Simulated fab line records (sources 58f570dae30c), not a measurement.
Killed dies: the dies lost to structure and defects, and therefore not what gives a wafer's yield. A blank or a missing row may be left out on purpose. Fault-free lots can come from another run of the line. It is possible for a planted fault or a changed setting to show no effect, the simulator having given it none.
Which tool is to blame? | flow berkeley-cmos170 | 15 lots, 45 wafers sampled, at 5 steps of a route of 331

WHAT THE GAUGES READ, wafer by wafer
UCB170_NWELL_THK_MEAS_02.
lot  | measured    | on            | NWELL_OXIDE_THK (nm)
L878 | day 2 05:32 | film-metro-03 | 26.3 26.4 26.3
L879 | day 2 14:10 | film-metro-03 | 26.7 26.2 26.7
L880 | day 2 21:05 | film-metro-02 | 24.9 25.2 25.1
L882 | day 3 02:41 | film-metro-02 | 26.4 25.9 26.0
L881 | day 3 02:43 | film-metro-03 | 26.1 26.1 26.2
L883 | day 3 09:36 | film-metro-01 | 25.3 24.6 25.2
L884 | day 3 15:04 | film-metro-02 | 25.6 26.3 25.8
L885 | day 3 17:10 | film-metro-02 | 25.8 25.3 25.7
L887 | day 4 04:01 | film-metro-03 | 26.5 26.6 26.7
L889 | day 4 08:48 | film-metro-02 | 26.5 27.0 26.4
L890 | day 4 21:37 | film-metro-02 | 26.8 26.3 26.2
L893 | day 5 08:02 | film-metro-02 | 27.2 26.9 26.6
L895 | day 5 16:38 | film-metro-02 | 26.9 26.8 26.8
L896 | day 5 22:29 | film-metro-03 | 26.0 26.3 26.6
L900 | day 6 18:42 | film-metro-01 | 26.6 26.0 26.1

UCB170_GATE_THK_MEAS_05.
lot  | measured     | on            | GATE_POLY_THK (nm)
L878 | day 6 13:15  | film-metro-04 | 217.4 216.9 217.5
L879 | day 7 13:02  | film-metro-01 | 213.8 214.4 213.5
L880 | day 7 13:02  | film-metro-04 | 214.3 214.1 212.4
L882 | day 7 17:01  | film-metro-01 | 218.7 216.2 215.0
L881 | day 7 17:02  | film-metro-02 | 211.2 212.5 211.6
L883 | day 8 15:49  | film-metro-02 | 214.6 213.4 215.4
L884 | day 8 15:46  | film-metro-01 | 211.5 214.1 211.2
L885 | day 8 15:47  | film-metro-02 | 219.2 219.8 218.3
L887 | day 8 20:23  | film-metro-02 | 216.4 215.9 215.7
L889 | day 8 20:25  | film-metro-04 | 212.7 212.9 211.4
L890 | day 9 19:14  | film-metro-02 | 213.0 212.9 214.3
L900 | day 11 06:17 | film-metro-04 | 216.0 215.5 216.8

TOOL THAT RAN EACH LOT (tool first, then ch and the chambers of the sampled wafers, then the start)
lot  | UCB170_PWELL_ETCH_14              | UCB170_PWELL_STRIP_16               | UCB170_PVT_STRIP_08
L878 | rie-diel-02 ch 0,1,3, day 3 09:05 | plasma-asher-04 ch 0,1, day 3 09:20 | plasma-asher-04 ch 0,1, day 6 02:42
L879 | rie-diel-01 ch 0,2,3, day 3 20:22 | plasma-asher-01 ch 0,1, day 3 20:37 | plasma-asher-02 ch 0,1, day 6 20:40
L880 | rie-diel-04 ch 0,2,3, day 3 20:10 | plasma-asher-01 ch 0,1, day 3 20:27 | plasma-asher-04 ch 0,1, day 6 21:15
L882 | rie-diel-02 ch 2,3, day 4 05:17   | plasma-asher-02 ch 0,1, day 4 05:32 | plasma-asher-01 ch 0,1, day 7 04:11
L881 | rie-diel-04 ch 1,2,3, day 4 05:31 | plasma-asher-01 ch 0,1, day 4 05:49 | plasma-asher-04 ch 0,1, day 7 03:57
L883 | rie-diel-04 ch 0,1,2, day 4 12:31 | plasma-asher-02 ch 0,1, day 4 12:46 | plasma-asher-04 ch 0, day 8 00:25
L884 | rie-diel-01 ch 1,2,3, day 5 02:19 | plasma-asher-04 ch 0,1, day 5 02:35 | plasma-asher-02 ch 1, day 8 00:22
L885 | rie-diel-04 ch 0,1, day 5 02:08   | plasma-asher-04 ch 0,1, day 5 02:25 | plasma-asher-04 ch 0,1, day 7 23:58
L887 | rie-diel-02 ch 0,1,3, day 5 10:29 | plasma-asher-02 ch 0,1, day 5 10:44 | plasma-asher-04 ch 0,1, day 8 05:52
L889 | rie-diel-02 ch 1,2,3, day 5 11:40 | plasma-asher-02 ch 0,1, day 5 11:57 | plasma-asher-02 ch 0,1, day 8 06:11
L890 | rie-diel-01 ch 1,2,3, day 6 04:45 | plasma-asher-04 ch 0,1, day 6 05:00 | plasma-asher-02 ch 1, day 9 05:19
L893 | rie-diel-04 ch 0,3, day 6 11:34   | plasma-asher-04 ch 0,1, day 6 11:49 | -
L895 | rie-diel-01 ch 1,2, day 6 17:53   | plasma-asher-04 ch 0,1, day 6 18:08 | -
L896 | rie-diel-01 ch 0,1,2, day 7 07:43 | plasma-asher-04 ch 0,1, day 7 07:58 | -
L900 | rie-diel-02 ch 0,2,3, day 7 22:13 | plasma-asher-04 ch 0,1, day 7 22:29 | plasma-asher-01 ch 0,1, day 10 19:07
- UCB170_PWELL_ETCH_14: etches Si3N4 in CH3F/Ar/O2, stops on SiO2, target depth 242 nm, time 151 s.
- UCB170_PWELL_STRIP_16: strips in O2.
- UCB170_PVT_STRIP_08: strips in O2.

WHAT THE TOOLS THEMSELVES READ (means of the sampled wafers that have a number; where no wafer has one, the mark that the record gives instead)
UCB170_PWELL_ETCH_14.
lot  | tool        | CH3F_flow_sccm (sccm) | O2_flow_sccm (sccm) | drypump-motor-current-A (A) | oes-product-au (a.u.) | throttle-valve-pct (%)
L878 | rie-diel-02 | 19.94                 | 6.979               | 6.3                         | 0.939                 | 8.00
L879 | rie-diel-01 | 20.00                 | 6.977               | 6.0                         | 0.936                 | 8.04
L880 | rie-diel-04 | 20.02                 | 6.985               | 5.8                         | 0.940                 | 8.08
L882 | rie-diel-02 | 20.00                 | 7.008               | 6.2                         | 0.936                 | 7.93
L881 | rie-diel-04 | 20.03                 | 6.988               | 5.5                         | 0.940                 | 8.15
L883 | rie-diel-04 | 20.00                 | 6.981               | 5.5                         | 0.947                 | 8.19
L884 | rie-diel-01 | 20.04                 | 7.004               | 5.9                         | 0.932                 | 8.03
L885 | rie-diel-04 | 19.93                 | 6.992               | 5.1                         | 0.933                 | 8.22
L887 | rie-diel-02 | 20.00                 | 6.991               | 6.2                         | 0.934                 | 7.99
L889 | rie-diel-02 | 20.01                 | 7.016               | 6.1                         | 0.937                 | 8.03
L890 | rie-diel-01 | 20.07                 | 6.997               | 5.8                         | 0.925                 | 8.03
L893 | rie-diel-04 | -                     | -                   | -                           | -                     | -
L895 | rie-diel-01 | -                     | -                   | -                           | -                     | -
L896 | rie-diel-01 | -                     | -                   | -                           | -                     | -
L900 | rie-diel-02 | 20.05                 | 7.000               | 6.4                         | 0.936                 | 7.91

UCB170_PWELL_STRIP_16.
lot  | tool            | drypump-motor-current-A (A) | oes-product-au (a.u.) | strip-time-to-endpoint-s (s)
L878 | plasma-asher-04 | 6.1                         | 0.726                 | 18.06
L879 | plasma-asher-01 | 6.0                         | 0.723                 | 18.06
L880 | plasma-asher-01 | 6.0                         | 0.717                 | 18.09
L882 | plasma-asher-02 | 6.1                         | 0.714                 | 18.16
L881 | plasma-asher-01 | 5.5                         | 0.721                 | 17.99
L883 | plasma-asher-02 | 6.0                         | 0.720                 | 18.04
L884 | plasma-asher-04 | 5.6                         | 0.722                 | 18.14
L885 | plasma-asher-04 | 5.6                         | 0.721                 | 18.02
L887 | plasma-asher-02 | 6.1                         | 0.723                 | 18.17
L889 | plasma-asher-02 | 6.1                         | 0.723                 | 18.07
L890 | plasma-asher-04 | 6.1                         | 0.719                 | 18.18
L893 | plasma-asher-04 | 5.6                         | 0.733                 | 21.66
L895 | plasma-asher-04 | 5.6                         | 0.737                 | 21.63
L896 | plasma-asher-04 | 6.1                         | 0.732                 | 21.69
L900 | plasma-asher-04 | 6.1                         | 0.718                 | 18.29

UCB170_PVT_STRIP_08.
lot  | tool            | drypump-motor-current-A (A) | oes-product-au (a.u.) | strip-time-to-endpoint-s (s)
L878 | plasma-asher-04 | 5.6                         | 0.733                 | 21.56
L879 | plasma-asher-02 | 6.0                         | 0.739                 | 21.76
L880 | plasma-asher-04 | 5.6                         | 0.737                 | 21.73
L882 | plasma-asher-01 | 5.5                         | 0.736                 | 21.70
L881 | plasma-asher-04 | 5.6                         | 0.736                 | 21.68
L883 | plasma-asher-04 | 5.1                         | 0.731                 | 21.68
L884 | plasma-asher-02 | 5.9                         | 0.735                 | 21.69
L885 | plasma-asher-04 | 5.6                         | 0.738                 | 21.69
L887 | plasma-asher-04 | 6.2                         | 0.736                 | 21.75
L889 | plasma-asher-02 | 6.0                         | 0.736                 | 21.78
L890 | plasma-asher-02 | 5.9                         | 0.735                 | 21.64
L900 | plasma-asher-01 | 6.0                         | 0.739                 | 21.60

THE ANSWER, worked out from the rows above alone
Rule: the usual values come from the lots themselves. The widest of any qualifying gaps counts: lots, ordered by their means at a reading, are off when they make up no more than a third of the lots, leave a main group of 4 or more, and stand apart from it by 3 or more times the standard deviation of that group's means. Not used: any main group whose means are identical at the precision the tables above print for the reading. A lot without any number at a reading at which 4 lots or more have one is off too. The other lots that the step has rows for count as sound. First the gauges in route order, then the tools' own readings, where a lot's mean is used as printed above. The first step at which some lot is off is used, and at that step the reading that is off furthest; a lot without a number counts as furthest.
Off: L893, L895, L896, at UCB170_PWELL_ETCH_14 (CH3F_flow_sccm). Without a number there: L893, L895, L896. Mean 20.01 sccm and standard deviation 0.039 in the main group.
If a tool, at that step or one of the process steps before it, ran each lot that is off and ran no sound lot following the first of them, it fits. Of those tried, none fits.

WHAT THE SIMULATOR HAD INSERTED
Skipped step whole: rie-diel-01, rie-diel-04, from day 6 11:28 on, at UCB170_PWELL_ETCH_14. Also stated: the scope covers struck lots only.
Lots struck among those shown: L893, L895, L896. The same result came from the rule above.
